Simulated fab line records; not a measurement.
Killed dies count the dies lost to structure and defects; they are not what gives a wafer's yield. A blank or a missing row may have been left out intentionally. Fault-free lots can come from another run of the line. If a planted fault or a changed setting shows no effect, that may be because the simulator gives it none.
fab line records -- flow ritCmos
record lots=6, wafers=18, lastDay=7
route steps=202 shown NWELL@30 PWELL@39 M1@202
lots with no fault: from the same line, run without faults
startH: hours from the record's opening day to when the first of the lot's shown wafers began -- waitH: time in hours since the lot's previous step -- " as in the row above -- L1.1+2: a single row standing in for several wafers -- - no value present, or no start provided -- * or withheld: withheld -- < > ~ a bound
route shown NAME@n: a module of which the file shows steps, and the number in the route of the first -- usual: mean/standard deviation of fault-free wafers -- same: alike in all rows -- chamber/n: place in a boat -- sites: per-site readings -- _std_site: their standard deviation -- _edge_site: mean of outer sites minus mean of inner sites -- radiusMm: for every site, how far away it sits from the centre of the wafer -- mask NAME#n: copy n -- behind: the tool/chamber that last shaped the wafer -- hold: why the lot was held/for how many hours/how that ended -- device: which transistor (n, p or np) failed to switch -- end of line: the same wafers' tests at the end of the route -- a step without rows: its recipe alone -- killed: dies lost to structure and defects at the first sort, not the wafer's yield -- map: a wafer's dies, x killed, . not, _ none there
set.NAME: the run value of the setting; set.NAME@STEP: its run value at that earlier step -- model.NAME: the simulator's own value behind a step, which no gauge read
lots at some steps of the route; a table a step, a row a wafer
services: a tool's chamber out of use, with start hour (startH, from the record's first day; less than 0 if before it), hours out, and reason
## steps
# step RIT_NWELL_SOFTBAKE_02
# recipe resist=NOVOLAK, tempC=90, timeS=62.78
# usual plateSensorTCentreC=90.970/0.011, plateSensorTEdgeC=91.019/0.01
# same timeS=62.78
lot.wafer,tool,chamber,startH,waitH,plateSensorTCentreC,plateSensorTEdgeC
L477.1,lithoTrack-01,0,40.39,0.1,90.958,91.020
L477.4,lithoTrack-01,0,40.39,0.1,90.974,91.037
L477.5,lithoTrack-01,0,40.39,0.1,90.944,91.030
L487.1,lithoTrack-01,0,90.66,0.1,90.987,91.015
L487.2,lithoTrack-01,0,90.66,0.1,90.972,91.022
L487.4,lithoTrack-01,0,90.66,0.1,90.982,91.006
L491.1,lithoTrack-01,0,112.24,0.1,90.982,91.026
L491.4,lithoTrack-01,0,112.24,0.1,90.979,91.033
L491.6,lithoTrack-01,0,112.24,0.1,90.973,91.013
L494.1,lithoTrack-04,0,125.34,0.1,90.985,91.010
L494.2,lithoTrack-04,0,125.34,0.1,90.980,91.007
L494.3,lithoTrack-04,0,125.34,0.1,90.982,91.014
L495.2,lithoTrack-01,0,131.42,0.1,90.975,90.997
L495.4,lithoTrack-01,0,131.42,0.1,90.982,91.020
L495.5,lithoTrack-01,0,131.42,0.1,90.965,91.013
L496.1,lithoTrack-04,0,134.62,0.1,90.968,91.024
L496.5,lithoTrack-04,0,134.62,0.1,90.962,91.026
L496.6,lithoTrack-04,0,134.62,0.1,90.980,91.005
# step RIT_NWELL_EXPOSE_03
# recipe maskId=M2, na=0.57, targetCdNm=43900, doseMj=250
# step RIT_NWELL_PEB_04
# recipe resist=NOVOLAK, tempC=withheld, timeS=withheld
# step RIT_NWELL_DEVELOP_05
# recipe resist=NOVOLAK, developTimeS=68, devTempC=23
# step RIT_NWELL_OVL_MEAS_06
# usual NWELL_OVL=1.2/1.4
lot.wafer,tool,chamber,startH,waitH,NWELL_OVL[nm]
L477.1,overlay-02,-,41.10,-,1.0
L477.4,overlay-02,-,41.10,-,1.3
L477.5,overlay-02,-,41.10,-,1.2
L487.1,overlay-02,-,91.37,-,0.9
L487.2,overlay-02,-,91.37,-,3.4
L487.4,overlay-02,-,91.37,-,2.6
L491.1,overlay-02,-,112.82,-,2.9
L491.4,overlay-02,-,112.82,-,0.6
L491.6,overlay-02,-,112.82,-,1.8
L494.1,overlay-01,-,125.92,-,1.5
L494.2,overlay-01,-,125.92,-,2.6
L494.3,overlay-01,-,125.92,-,1.5
L495.2,overlay-02,-,132.11,-,-0.6
L495.4,overlay-02,-,132.11,-,0.0
L495.5,overlay-02,-,132.11,-,0.8
L496.1,overlay-01,-,135.20,-,1.7
L496.5,overlay-01,-,135.20,-,0.4
L496.6,overlay-01,-,135.20,-,2.6
# step RIT_NWELL_HARDBAKE_07
# recipe resist=NOVOLAK, tempC=140, timeS=120
# step RIT_NWELL_IMPLANT_08
# recipe species=P, energyKev=170, doseCm2=5e+13, tiltDeg=7
# step RIT_NWELL_STRIP_09
# recipe chemistry=O2, timeS=180, resist=NOVOLAK, platenTempC=withheld, powerW=500, pressureMtorr=4000, o2FlowSccm=4000
# usual drypumpMotorCurrentA=5.4/0.42
# same timeS=180
lot.wafer,tool,chamber,startH,waitH,drypumpMotorCurrentA,rfHoursCounterH
L477.1,plasmaAsher-03,0,41.53,0.1,6.0,24
L477.4,plasmaAsher-03,0,41.53,0.1,6.0,-
L477.5,plasmaAsher-03,1,41.53,0.1,5.0,-
L487.1,plasmaAsher-02,1,91.80,0.1,4.9,42
L487.2,plasmaAsher-02,0,91.80,0.1,5.8,42
L487.4,plasmaAsher-02,1,91.80,0.1,4.9,-
L491.1,plasmaAsher-02,0,113.25,0.1,5.9,45
L491.4,plasmaAsher-02,0,113.25,0.1,5.9,-
L491.6,plasmaAsher-02,0,113.25,0.1,5.9,-
L494.1,plasmaAsher-02,1,126.36,0.1,4.9,47
L494.2,plasmaAsher-02,0,126.36,0.1,5.9,47
L494.3,plasmaAsher-02,0,126.36,0.1,5.9,-
L495.2,plasmaAsher-04,0,132.54,0.1,5.6,1
L495.4,plasmaAsher-04,0,132.54,0.1,5.6,-
L495.5,plasmaAsher-04,0,132.54,0.1,5.6,-
L496.1,plasmaAsher-04,0,135.64,0.1,5.6,2
L496.5,plasmaAsher-04,1,135.64,0.1,5.3,-
L496.6,plasmaAsher-04,0,135.64,0.1,5.6,-
# step RIT_NWELL_TW_MEAS_10
# usual NWELL_TW=2132/17
lot.wafer,tool,chamber,startH,waitH,NWELL_TW
L477.1,filmMetro-01,-,41.71,0.1,2135
L477.4,filmMetro-01,-,41.71,0.1,2130
L477.5,filmMetro-01,-,41.71,0.1,2123
L487.1,filmMetro-04,-,91.98,0.1,2156
L487.2,filmMetro-04,-,91.98,0.1,2143
L487.4,filmMetro-04,-,91.98,0.1,2140
L491.1,filmMetro-02,-,113.43,0.1,2089
L491.4,filmMetro-02,-,113.43,0.1,2086
L491.6,filmMetro-02,-,113.43,0.1,2104
L494.1,filmMetro-04,-,126.53,0.1,2130
L494.2,filmMetro-04,-,126.53,0.1,2132
L494.3,filmMetro-04,-,126.53,0.1,2151
L495.2,filmMetro-02,-,132.73,0.1,2116
L495.4,filmMetro-02,-,132.73,0.1,2116
L495.5,filmMetro-02,-,132.73,0.1,2107
L496.1,filmMetro-01,-,135.81,0.1,2139
L496.5,filmMetro-01,-,135.81,0.1,2125
L496.6,filmMetro-01,-,135.81,0.1,2125
# step RIT_PWELL_HMDS_00
# recipe primeTimeS=60, primeTempC=140
# step RIT_PWELL_COAT_01
# recipe resist=NOVOLAK, spinRpm=2000, resistThkNm=1300
# step RIT_PWELL_SOFTBAKE_02
# recipe resist=NOVOLAK, tempC=90, timeS=60
# step RIT_PWELL_EXPOSE_03
# recipe maskId=M3, na=0.57, targetCdNm=43700, doseMj=250
# usual stageVelMmS=499.95/0.28
lot.wafer,tool,chamber,startH,waitH,mask,stageVelMmS,model.PWELL.overlayXNm
L477.1,ilineStepper-02,0,42.34,0.2,M3#0,500.43,-0.4288
L477.4,ilineStepper-02,0,42.34,0.2,M3#0,500.01,-0.4288
L477.5,ilineStepper-02,0,42.34,0.2,M3#0,500.71,-0.4288
L487.1,ilineStepper-01,0,92.49,0.1,M3#0,499.93,-0.9296
L487.2,ilineStepper-01,0,92.49,0.1,M3#0,499.57,-0.9296
L487.4,ilineStepper-01,0,92.49,0.1,M3#0,500.24,-0.9296
L491.1,ilineStepper-02,0,113.94,0.1,M3#0,499.75,240.7
L491.4,ilineStepper-02,0,113.94,0.1,M3#0,499.97,240.7
L491.6,ilineStepper-02,0,113.94,0.1,M3#0,499.83,240.7
L494.1,ilineStepper-02,0,127.17,0.2,M3#0,500.16,239.9
L494.2,ilineStepper-02,0,127.17,0.2,M3#0,499.60,239.9
L494.3,ilineStepper-02,0,127.17,0.2,M3#0,499.86,239.9
L495.2,ilineStepper-01,0,133.37,0.2,M3#0,499.71,0.6695
L495.4,ilineStepper-01,0,133.37,0.2,M3#0,499.28,0.6695
L495.5,ilineStepper-01,0,133.37,0.2,M3#0,499.47,0.6695
L496.1,ilineStepper-01,0,136.32,0.1,M3#0,500.33,0.399
L496.5,ilineStepper-01,0,136.32,0.1,M3#0,500.51,0.399
L496.6,ilineStepper-01,0,136.32,0.1,M3#0,499.96,0.399
# step RIT_PWELL_PEB_04
# recipe resist=NOVOLAK, tempC=withheld, timeS=withheld
# step RIT_PWELL_DEVELOP_05
# recipe resist=NOVOLAK, developTimeS=68, devTempC=23.45
# step RIT_PWELL_OVL_MEAS_06
# usual PWELL_OVL=-0.4/1.4
lot.wafer,tool,chamber,startH,waitH,PWELL_OVL[nm]
L477.1,overlay-02,-,42.77,-,-0.3
L477.4,overlay-02,-,42.77,-,-1.7
L477.5,overlay-02,-,42.77,-,-0.1
L487.1,overlay-02,-,93.04,-,-0.9
L487.2,overlay-02,-,93.04,-,-1.2
L487.4,overlay-02,-,93.04,-,-0.6
L491.1,overlay-01,-,114.37,-,237.8
L491.4,overlay-01,-,114.37,-,236.8
L491.6,overlay-01,-,114.37,-,239.9
L494.1,overlay-01,-,127.60,-,242.1
L494.2,overlay-01,-,127.60,-,238.0
L494.3,overlay-01,-,127.60,-,239.7
L495.2,overlay-02,-,133.79,-,-0.2
L495.4,overlay-02,-,133.79,-,-1.2
L495.5,overlay-02,-,133.79,-,-1.7
L496.1,overlay-01,-,136.75,-,-0.3
L496.5,overlay-01,-,136.75,-,1.1
L496.6,overlay-01,-,136.75,-,0.4
# step RIT_PWELL_HARDBAKE_07
# recipe resist=NOVOLAK, tempC=140, timeS=120
# step RIT_M1_PROBE_99
# usual killedAtContacts=0.1/0.29, killedAtFrontEnd=6/3, killedDies=7/3.1, killedOpen=3.2/1.9, killedShort=3.3/1.9
# same grossDies=264, killed_at_M0_to_M3=0, killed_at_M4_up=0, killedAtBackSide=0, killedAtOther=0
lot.wafer,tool,chamber,startH,waitH,killedAtContacts,killedAtFrontEnd,killedDies,killedOpen,killedShort,model.etest.wellEdgeLeft.lineOhmUm,model.etest.wellEdgeRight.lineOhmUm,model.etest.isoNwellNwell.bvV
L477.1,prober-01,-,80.35,0.1,0,8,8,3,5,181.7,184.2,21.93
L477.4,prober-01,-,80.50,0.2,1,4,5,2,3,182.8,182.1,21.95
L477.5,prober-01,-,80.55,0.2,0,8,8,4,4,183,185.2,21.1
L487.1,prober-02,-,127.47,0.1,0,2,2,2,0,178.4,182,22.34
L487.2,prober-02,-,127.52,0.1,0,7,7,2,5,182.9,182.8,22.49
L487.4,prober-02,-,127.62,0.2,0,5,5,4,1,182.3,182.1,22.02
L491.1,prober-02,-,148.48,0.1,0,6,6,4,2,202.2,165.6,20.36
L491.4,prober-02,-,148.63,0.2,0,5,5,1,4,202.5,163.6,20.61
L491.6,prober-02,-,148.73,0.2,0,4,4,3,1,201,166.4,20.43
L494.1,prober-01,-,162.83,0.1,0,7,7,3,4,203.3,171.3,20.85
L494.2,prober-01,-,162.88,0.1,0,5,5,4,1,202,168,20.72
L494.3,prober-01,-,162.93,0.2,0,6,6,3,3,205.3,170.1,20.58
L495.2,prober-01,-,168.72,0.1,0,3,3,1,2,181.4,183.2,22.33
L495.4,prober-01,-,168.82,0.2,0,5,5,1,4,180,182.4,22.37
L495.5,prober-01,-,168.87,0.2,0,6,6,2,4,179.4,183.1,22.53
L496.1,prober-02,-,172.12,0.1,1,7,8,2,6,181.8,180.4,22.02
L496.5,prober-02,-,172.32,0.2,0,8,8,3,5,183.8,181.8,22.02
L496.6,prober-02,-,172.37,0.2,0,11,11,7,4,179.9,182,22.27
# killed by level:class
L477.1 FOX2:geometricParticle:short=2 GATE:geometricParticle:short=2 FOX1:geometricParticle:open=1 SPACER:geometricParticle:short=1 SPACER:geometricParticle:open=1 SILICIDE:geometricParticle:open=1
L477.4 GATE:geometricParticle:short=2 GATE:geometricParticle:open=1 SILICIDE:geometricParticle:short=1 CONTACT:geometricParticle:open=1
L477.5 FOX1:geometricParticle:open=2 GATE:geometricParticle:short=2 FOX1:geometricParticle:short=1 FOX2:geometricParticle:short=1 FOX2:geometricParticle:open=1 GATE:geometricParticle:open=1
L487.1 REOX:geometricParticle:open=1 SPACER:geometricParticle:open=1
L487.2 SPACER:geometricParticle:short=3 GATE:geometricParticle:short=2 GATE:geometricParticle:open=1 SILICIDE:geometricParticle:open=1
L487.4 GATE:geometricParticle:open=2 REOX:geometricParticle:open=1 SPACER:geometricParticle:short=1 SILICIDE:geometricParticle:open=1
L491.1 GATE:geometricParticle:short=1 GATE:geometricParticle:open=1 REOX:geometricParticle:open=1 SPACER:geometricParticle:open=1 SPACER:geometricParticle:short=1 SILICIDE:geometricParticle:open=1
L491.4 GATE:geometricParticle:short=3 REOX:geometricParticle:short=1 SILICIDE:geometricParticle:open=1
L491.6 GATE:geometricParticle:open=3 REOX:geometricParticle:short=1
L494.1 SILICIDE:geometricParticle:open=2 ACTIVE:geometricParticle:short=1 GATE:geometricParticle:short=1 REOX:geometricParticle:short=1 SPACER:geometricParticle:open=1 SILICIDE:geometricParticle:short=1
L494.2 GATE:geometricParticle:open=3 GATE:geometricParticle:short=1 REOX:geometricParticle:open=1
L494.3 SPACER:geometricParticle:short=2 FOX2:geometricParticle:open=1 FOX2:geometricParticle:short=1 GATE:geometricParticle:open=1 SPACER:geometricParticle:open=1
L495.2 GATE:geometricParticle:open=1 REOX:geometricParticle:short=1 SPACER:geometricParticle:short=1
L495.4 GATE:geometricParticle:short=2 SPACER:geometricParticle:short=2 GATE:geometricParticle:open=1
L495.5 SILICIDE:geometricParticle:short=4 GATE:geometricParticle:open=1 SILICIDE:geometricParticle:open=1
L496.1 GATE:geometricParticle:short=2 FOX2:geometricParticle:short=1 GATE:geometricParticle:open=1 REOX:geometricParticle:short=1 SILICIDE:geometricParticle:open=1 SILICIDE:geometricParticle:short=1 CONTACT:geometricParticle:short=1
L496.5 GATE:geometricParticle:open=3 REOX:geometricParticle:short=2 SPACER:geometricParticle:short=2 FOX1:geometricParticle:short=1
L496.6 GATE:geometricParticle:open=3 REOX:geometricParticle:open=2 REOX:geometricParticle:short=2 SPACER:geometricParticle:short=2 FOX2:geometricParticle:open=1 SPACER:geometricParticle:open=1
## services
tool,chamber,startH,hours,kind
ilineStepper-01,-,18.77,4.3,pm
ilineStepper-01,-,102.86,6.4,repair
ilineStepper-01,0,104.00,-,calibration
plasmaAsher-04,-,108.75,9.0,pm
plasmaAsher-04,0,108.75,9.0,ventCycle
plasmaAsher-04,1,108.75,9.0,ventCycle
plasmaAsher-04,0,117.75,-,clean
plasmaAsher-04,1,117.75,-,clean
## key
firstSign step=RIT_PWELL_OVL_MEAS_06, reading=PWELL_OVL, direction=up, sigmas=99+, usual=-0.4, struck=239.0
effect none on later readings
modelEffect step=RIT_PWELL_EXPOSE_03, value=PWELL.overlayXNm, without=0.3285, struck=240.3
modelEffect step=RIT_M1_PROBE_99, value=etest.wellEdgeLeft.lineOhmUm, without=181.7, struck=202.7
metAt RIT_PWELL_EXPOSE_03
struckWafers L491.1,L491.4,L491.6,L494.1,L494.2,L494.3
testerLeftOut L491,L494
onsetBetween 42.34 113.94
alsoFits RIT_NWELL_STRIP_09:plasmaAsher-02
fault kind=scannerMatchingOverlay, tool=ilineStepper-02, chamber=-, onsetH=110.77, steps=RIT_PWELL_EXPOSE_03, offset=240
# testerLeftOut: of these lots the tester's yield and bins aren't shown, on N5 and GAA mostly nor the transistor test; their killed dies are dies lost to structure and defects alone, not to doping, threshold or leakage, so they don't give the yield
